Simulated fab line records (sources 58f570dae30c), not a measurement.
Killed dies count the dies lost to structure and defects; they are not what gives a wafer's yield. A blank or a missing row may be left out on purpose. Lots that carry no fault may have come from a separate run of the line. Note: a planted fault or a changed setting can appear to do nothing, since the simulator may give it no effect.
fab line records ; flow berkeley_cmos170 ; part 2 of 2: steps 24 to 33 of 33
record: lots: 5; wafers: 15; last_day: 13
route steps=331 shown M2@286 V2@292 M3@309
lots that met no fault: taken from a fault-free run of the same line
start_h: hours from the record's first day to the start of the lot's first wafer shown ; wait_h: hours elapsed since this lot's preceding step ; " unchanged from the row above ; L1.1+2: a row that stands for several wafers ; - value missing, or start not given ; * or withheld: withheld ; < > ~ a bound
route shown NAME@n: NAME is a module with steps in the file, n the number in the route of the first one ; usual: mean and standard deviation over wafers with no fault ; same: alike in all rows ; chamber/n: place in a boat ; sites: the reading at each site ; _std_site: their standard deviation ; _edge_site: outer sites' mean less inner sites' ; radius_mm: for every site, how far away it sits from the centre of the wafer ; mask NAME#n: copy n ; behind: the last tool/chamber to shape the wafer ; hold: why the lot went on hold/how many hours it stayed there/how the hold came to an end ; device: whichever transistor did not switch (one of n, p or np) ; end of line: the same wafers' tests at the end of the route ; for a step that has no rows: nothing shown but its recipe ; killed: not the wafer's yield, but the dies lost to structure and defects at the first sort ; map: a wafer's dies, x killed, . not, _ none there
set.NAME: the setting that was run; set.NAME@STEP: the one run at that earlier step ; model.NAME: the simulator's own value behind a step, which no gauge read
a table for each step, a row for each wafer; lots at some steps of the route
services: when a tool's chamber went out of use (start_h, in hours from the record's first day, below 0 if earlier), for how many hours, and the reason
== steps ==
step: UCB170_M3_PRE_CLEAN_00
recipe: gas: Ar; preclean_etch_time_s: 60
lot.wafer;tool;chamber;start_h;wait_h
L074.4+5+6;pvd_sputter-03;-;185.66;0.0
L077.1+2+4;pvd_sputter-04;-;215.11;0.1
L084.1+4+5;pvd_sputter-04;-;239.18;0.1
L086.2+3+5;pvd_sputter-04;-;250.95;0.1
L097.3+4+5;pvd_sputter-04;-;311.57;0.1
step: UCB170_M3_SPUTTER_01
recipe: material: Al; target_thk_nm: 900; time_s: 120; power_w: 6000; chamber_pressure_pa: 0.5
usual: throttle_valve_pct: 30.6/0.98
lot.wafer;tool;chamber;start_h;wait_h;throttle_valve_pct
L074.4;pvd_sputter-03;-;185.72;0.0;30.8
L074.5;pvd_sputter-03;-;185.72;0.0;30.6
L074.6;pvd_sputter-03;-;185.72;0.0;30.9
L077.1;pvd_sputter-04;-;215.17;0.0;29.3
L077.2;pvd_sputter-04;-;215.17;0.0;32.0
L077.4;pvd_sputter-04;-;215.17;0.0;30.5
L084.1;pvd_sputter-04;-;239.24;0.0;32.1
L084.4;pvd_sputter-04;-;239.24;0.0;30.4
L084.5;pvd_sputter-04;-;239.24;0.0;29.2
L086.2;pvd_sputter-04;-;251.01;0.0;32.1
L086.3;pvd_sputter-04;-;251.01;0.0;30.1
L086.5;pvd_sputter-04;-;251.01;0.0;29.2
L097.3;pvd_sputter-04;-;311.64;0.0;29.4
L097.4;pvd_sputter-04;-;311.64;0.0;30.3
L097.5;pvd_sputter-04;-;311.64;0.0;29.2
step: UCB170_M3_RS_MEAS_02
recipe: thk_meas_gauge: four-point-probe; reads: Al_of_M3_SPUTTER_01
usual: M3_AL_RS: 0.0321/0.00033
lot.wafer;tool;chamber;start_h;wait_h;M3_AL_RS[ohm/sq]
L074.4;film_metro-01;-;185.87;0.1;0.0325
L074.5;film_metro-01;-;185.87;0.1;0.0325
L074.6;film_metro-01;-;185.87;0.1;0.0326
L077.1;film_metro-01;-;215.26;0.0;0.0325
L077.2;film_metro-01;-;215.26;0.0;0.0326
L077.4;film_metro-01;-;215.26;0.0;0.0330
L084.1;film_metro-02;-;239.33;0.0;0.0324
L084.4;film_metro-02;-;239.33;0.0;0.0325
L084.5;film_metro-02;-;239.33;0.0;0.0324
L086.2;film_metro-01;-;251.12;0.1;0.0325
L086.3;film_metro-01;-;251.12;0.1;0.0331
L086.5;film_metro-01;-;251.12;0.1;0.0324
L097.3;film_metro-03;-;311.76;0.1;0.0321
L097.4;film_metro-03;-;311.76;0.1;0.0323
L097.5;film_metro-03;-;311.76;0.1;0.0318
step: UCB170_M3_THK_MEAS_03
recipe: thk_meas_gauge: xrf; reads: Al_of_M3_SPUTTER_01
usual: M3_AL_THK: 907/9
lot.wafer;tool;chamber;start_h;wait_h;M3_AL_THK[nm]
L074.4;film_metro-01;-;185.96;0.1;902
L074.5;film_metro-01;-;185.96;0.1;892
L074.6;film_metro-01;-;185.96;0.1;899
L077.1;film_metro-01;-;215.38;0.1;907
L077.2;film_metro-01;-;215.38;0.1;898
L077.4;film_metro-01;-;215.38;0.1;889
L084.1;film_metro-02;-;239.45;0.1;899
L084.4;film_metro-02;-;239.45;0.1;900
L084.5;film_metro-02;-;239.45;0.1;899
L086.2;film_metro-01;-;251.23;0.1;903
L086.3;film_metro-01;-;251.23;0.1;879
L086.5;film_metro-01;-;251.23;0.1;901
L097.3;film_metro-03;-;311.86;0.1;906
L097.4;film_metro-03;-;311.86;0.1;900
L097.5;film_metro-03;-;311.86;0.1;914
step: UCB170_M3_HMDS_04
recipe: prime_time_s: 60; prime_temp_c: 100
usual: exhaust_pa: 45.1/0.84
lot.wafer;tool;chamber;start_h;wait_h;exhaust_pa
L074.4;litho_track-01;0;186.06;0.1;44.9
L074.5;litho_track-01;0;186.06;0.1;44.1
L074.6;litho_track-01;0;186.06;0.1;46.6
L077.1;litho_track-03;0;216.09;0.7;44.8
L077.2;litho_track-03;0;216.09;0.7;45.8
L077.4;litho_track-03;0;216.09;0.7;45.4
L084.1;litho_track-01;0;239.51;0.1;44.5
L084.4;litho_track-01;0;239.51;0.1;44.7
L084.5;litho_track-01;0;239.51;0.1;45.0
L086.2;litho_track-03;0;251.39;0.2;45.0
L086.3;litho_track-03;0;251.39;0.2;44.7
L086.5;litho_track-03;0;251.39;0.2;45.3
L097.3;litho_track-03;0;312.47;0.6;47.0
L097.4;litho_track-03;0;312.47;0.6;45.5
L097.5;litho_track-03;0;312.47;0.6;46.1
step: UCB170_M3_COAT_05
recipe: resist: KrF; spin_rpm: 1471; resist_thk_nm: 900
usual: exhaust_pa: 45.1/0.87
lot.wafer;tool;chamber;start_h;wait_h;exhaust_pa
L074.4;litho_track-01;0;186.21;0.1;44.6
L074.5;litho_track-01;0;186.21;0.1;43.9
L074.6;litho_track-01;0;186.21;0.1;44.4
L077.1;litho_track-03;0;216.24;0.1;45.3
L077.2;litho_track-03;0;216.24;0.1;46.3
L077.4;litho_track-03;0;216.24;0.1;45.2
L084.1;litho_track-01;0;239.66;0.1;43.6
L084.4;litho_track-01;0;239.66;0.1;45.8
L084.5;litho_track-01;0;239.66;0.1;44.8
L086.2;litho_track-03;0;251.54;0.1;45.0
L086.3;litho_track-03;0;251.54;0.1;46.1
L086.5;litho_track-03;0;251.54;0.1;45.3
L097.3;litho_track-03;0;312.62;0.1;45.1
L097.4;litho_track-03;0;312.62;0.1;44.6
L097.5;litho_track-03;0;312.62;0.1;46.3
step: UCB170_M3_SOFTBAKE_06
recipe: resist: KrF; temp_c: 130; time_s: 60
usual: exhaust_pa: 45.0/0.87
lot.wafer;tool;chamber;start_h;wait_h;exhaust_pa
L074.4;litho_track-01;0;186.36;0.1;46.5
L074.5;litho_track-01;0;186.36;0.1;45.7
L074.6;litho_track-01;0;186.36;0.1;45.8
L077.1;litho_track-03;0;216.39;0.1;45.9
L077.2;litho_track-03;0;216.39;0.1;44.3
L077.4;litho_track-03;0;216.39;0.1;44.4
L084.1;litho_track-01;0;239.81;0.1;44.4
L084.4;litho_track-01;0;239.81;0.1;44.8
L084.5;litho_track-01;0;239.81;0.1;44.8
L086.2;litho_track-03;0;251.69;0.1;46.3
L086.3;litho_track-03;0;251.69;0.1;45.6
L086.5;litho_track-03;0;251.69;0.1;44.7
L097.3;litho_track-03;0;312.77;0.1;45.5
L097.4;litho_track-03;0;312.77;0.1;43.4
L097.5;litho_track-03;0;312.77;0.1;44.8
step: UCB170_M3_STRIP_07
recipe: chemistry: O2; power_w: 400; pressure_mtorr: 3500; platen_temp_c: withheld; o2_flow_sccm: 400; overash_fraction: 0.5
usual: chamber_pressure_mTorr: 3500.0/3; drypump_motor_current_A: 5.40/0.28; oes_product_au: 0.735/0.0044; strip_time_to_endpoint_s: 22.20/0.057
lot.wafer;tool;chamber;start_h;wait_h;chamber_pressure_mTorr;drypump_motor_current_A;oes_product_au;rf_hours_counter_h;strip_time_to_endpoint_s
L074.4;plasma_asher-01;0;186.47;0.1;3503.7;5.58;0.737;-;22.06
L074.5;plasma_asher-01;1;186.47;0.1;3502.2;5.06;0.729;-;22.11
L074.6;plasma_asher-01;0;186.47;0.1;3505.4;5.55;0.730;-;22.10
L077.1;plasma_asher-01;1;216.54;0.1;3500.7;5.03;0.743;53;22.13
L077.2;plasma_asher-01;0;216.54;0.1;3498.5;5.57;0.726;53;22.16
L077.4;plasma_asher-01;1;216.54;0.1;3499.8;5.04;0.734;-;22.15
L084.1;plasma_asher-04;1;239.96;0.1;3497.1;5.40;0.739;13;22.20
L084.4;plasma_asher-04;1;239.96;0.1;3498.4;5.40;0.739;-;22.12
L084.5;plasma_asher-04;0;239.96;0.1;3501.0;5.45;0.740;-;22.17
L086.2;plasma_asher-03;0;251.82;0.1;3498.1;5.11;0.734;48;22.17
L086.3;plasma_asher-03;0;251.82;0.1;3497.2;5.11;0.736;-;22.22
L086.5;plasma_asher-03;1;251.82;0.1;3499.3;5.84;0.736;-;22.17
L097.3;plasma_asher-04;1;312.91;0.1;3496.0;5.40;0.731;-;22.15
L097.4;plasma_asher-04;0;312.91;0.1;3494.8;5.47;0.735;-;22.14
L097.5;plasma_asher-04;1;312.91;0.1;3499.1;5.40;0.745;-;22.20
step: UCB170_M3_STRIP_08
recipe: chemistry: DMSO; temp_c: 80; time_s: 600; material: KrF
lot.wafer;tool;chamber;start_h;wait_h
L074.4+5+6;wet_bench-04;2;186.54;0.0
L077.1+2+4;wet_bench-04;1;216.78;0.2
L084.1+4+5;wet_bench-03;3;241.52;1.5
L086.2+3+5;wet_bench-04;2;251.92;0.1
L097.3+4+5;wet_bench-04;0;313.19;0.3
step: UCB170_M3_COAT_09
recipe: resist: BARC; temp_c: withheld; time_s: withheld; spin_rpm: 3000; resist_thk_nm: withheld
usual: exhaust_pa: 45.0/0.88
lot.wafer;tool;chamber;start_h;wait_h;exhaust_pa
L074.4;litho_track-01;0;186.96;0.3;44.4
L074.5;litho_track-01;0;186.96;0.3;44.4
L074.6;litho_track-01;0;186.96;0.3;44.4
L077.1;litho_track-01;0;217.49;0.5;45.3
L077.2;litho_track-01;0;217.49;0.5;45.1
L077.4;litho_track-01;0;217.49;0.5;45.2
L084.1;litho_track-03;0;242.32;0.6;46.7
L084.4;litho_track-03;0;242.32;0.6;45.0
L084.5;litho_track-03;0;242.32;0.6;44.8
L086.2;litho_track-01;0;252.12;0.0;45.3
L086.3;litho_track-01;0;252.12;0.0;45.8
L086.5;litho_track-01;0;252.12;0.0;44.9
L097.3;litho_track-03;0;314.10;0.7;45.2
L097.4;litho_track-03;0;314.10;0.7;46.1
L097.5;litho_track-03;0;314.10;0.7;45.8
== services ==
tool;chamber;start_h;hours;kind
pecvd-02;-;162.10;3.4;repair
rie_diel-03;0;180.05;4.7;repair
krf_scanner-01;-;193.24;0.8;pm
plasma_asher-02;-;193.35;4.3;pm
rie_diel-02;2;195.99;6.4;repair
wet_bench-03;-;200.16;12.2;repair
krf_scanner-01;-;200.31;1.0;pm
krf_scanner-02;-;201.73;1.0;pm
cmp-01;-;205.76;4.3;pm
pvd_sputter-04;-;207.99;7.0;repair
krf_scanner-02;-;208.59;4.0;pm
rie_metal-03;1;209.83;1.2;repair
rie_diel-01;0;220.29;2.6;repair
pvd_sputter-04;-;221.92;5.8;repair
rie_metal-03;-;225.28;0.4;repair
krf_scanner-02;-;234.88;0.8;pm
pecvd-02;1;242.65;9.6;repair
rie_metal-02;-;252.15;0.9;repair
pecvd-02;0;258.04;8.3;repair
pvd_sputter-04;-;261.27;1.2;repair
pvd_sputter-04;-;277.95;0.7;repair
pecvd-02;-;289.63;2.8;pm
plasma_asher-02;-;298.75;7.5;repair
cmp-01;-;302.37;0.5;repair
